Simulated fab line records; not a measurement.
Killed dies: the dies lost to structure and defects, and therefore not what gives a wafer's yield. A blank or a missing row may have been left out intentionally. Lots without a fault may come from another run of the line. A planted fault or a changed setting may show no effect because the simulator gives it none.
A lot that was struck, set against a sound lot :: flow berkeley-cmos170 :: 19 out of 331 route steps
Sound: the wafers L375.3, L375.4, L375.6. Wafers L384.1, L384.4, L384.6 were the ones struck. The cause is named last.
For every step that has rows: the tool of each side, followed by ch and its chambers, followed by its first start. Under that, the readings that differ: sound wafers :: struck wafers :: difference of the means :: sigmas: that difference in standard deviations of wafers without a fault.
alike: readings with means less than 2 such deviations apart, plus words and numbers identical on both sides. not compared: withheld readings, readings lacking a value on some wafer, bounds such as >300 that could conceal the same value, and numbers that have no deviation in the record and whose values overlap.
The two part at a step that has a row with sigmas, a row that says differs or no value, or rows on one side only. Numbers that have no deviation but don't overlap get no sigmas and don't part them. A reading missing from all wafers of one side parts the sides only when that side holds two or more wafers.

first, 2 steps without rows for these wafers: UCB170_NVT_PEB_04; UCB170_NVT_DEVELOP_05 (develop time 45 s).
UCB170_NVT_OVL_MEAS_06:
  sound on overlay-01 at day 6 08:11; struck on overlay-02 at day 8 08:02
  alike: NVT_OVL
next, for these wafers, 1 step has no rows: UCB170_NVT_IMPLANT_07.
UCB170_NVT_STRIP_08: strips in O2.
  sound on plasma-asher-02 ch 0,1, day 6 08:23; struck on plasma-asher-02 ch 0,1, day 8 08:14
  alike: drypump-motor-current-A, o2-flow-sccm, oes-product-au, strip-time-to-endpoint-s
  not compared: rf-hours-counter-h
UCB170_NVT_TW_MEAS_09:
  sound on film-metro-02 at day 6 08:29; struck on film-metro-01 at day 8 08:20
reading: NVT_TW
sound: 521 524 525
struck: 537 538 541
difference: +15
sigmas: +2
then, 6 steps without rows for these wafers: UCB170_NVT_CLEAN_10 (cleans in SPM, time 600 s); UCB170_PVT_HMDS_00 (prime time 60 s); UCB170_PVT_COAT_01 (resist thk 900 nm); UCB170_PVT_SOFTBAKE_02 (time 60 s); UCB170_PVT_EXPOSE_03 (exposes mask NWELL, target cd 3000 nm); UCB170_PVT_PEB_04.
UCB170_PVT_DEVELOP_05: develop time 45 s.
  sound on litho-track-03 ch 0, day 6 10:00; struck on litho-track-03 ch 0, day 8 11:00
UCB170_PVT_OVL_MEAS_06:
  sound on overlay-01 at day 6 10:55; struck on overlay-01 at day 8 11:35
  alike: PVT_OVL
next, for these wafers, 1 step has no rows: UCB170_PVT_IMPLANT_07.
UCB170_PVT_STRIP_08: strips in O2.
  sound on plasma-asher-02 ch 0,1, day 6 11:07; struck on plasma-asher-03 ch 1, day 8 11:47
reading: drypump-motor-current-A (A)
sound: 5.67 6.14 6.16
struck: 5.55 5.53 5.56
difference: -0.44
sigmas: -2
  alike: o2-flow-sccm, oes-product-au, strip-time-to-endpoint-s
  not compared: rf-hours-counter-h
UCB170_PVT_TW_MEAS_09:
  sound on film-metro-03 at day 6 11:12; struck on film-metro-03 at day 8 12:02
reading: PVT_TW
sound: 501 502 503
struck: 31 31 31
difference: -471
sigmas: -99 or more
then, 1 step without rows for these wafers: UCB170_GATE_WET_ETCH_00 (etches SiO2 in dHF, time 200 s).
-- the record jumps here: 2 days lie between the struck wafers' starts before and after (it left off in module GATE and takes up again in module M3, whose first step shown is number 331 of the route) --
UCB170_M3_PROBE_99:
  only the struck wafers here have rows in the record (prober-01, day 10 14:32); the sound ones have none

## WHERE THEY PART
Earliest at UCB170_NVT_TW_MEAS_09; latest, in this record, at UCB170_M3_PROBE_99.

WHY: the cause the simulator had injected
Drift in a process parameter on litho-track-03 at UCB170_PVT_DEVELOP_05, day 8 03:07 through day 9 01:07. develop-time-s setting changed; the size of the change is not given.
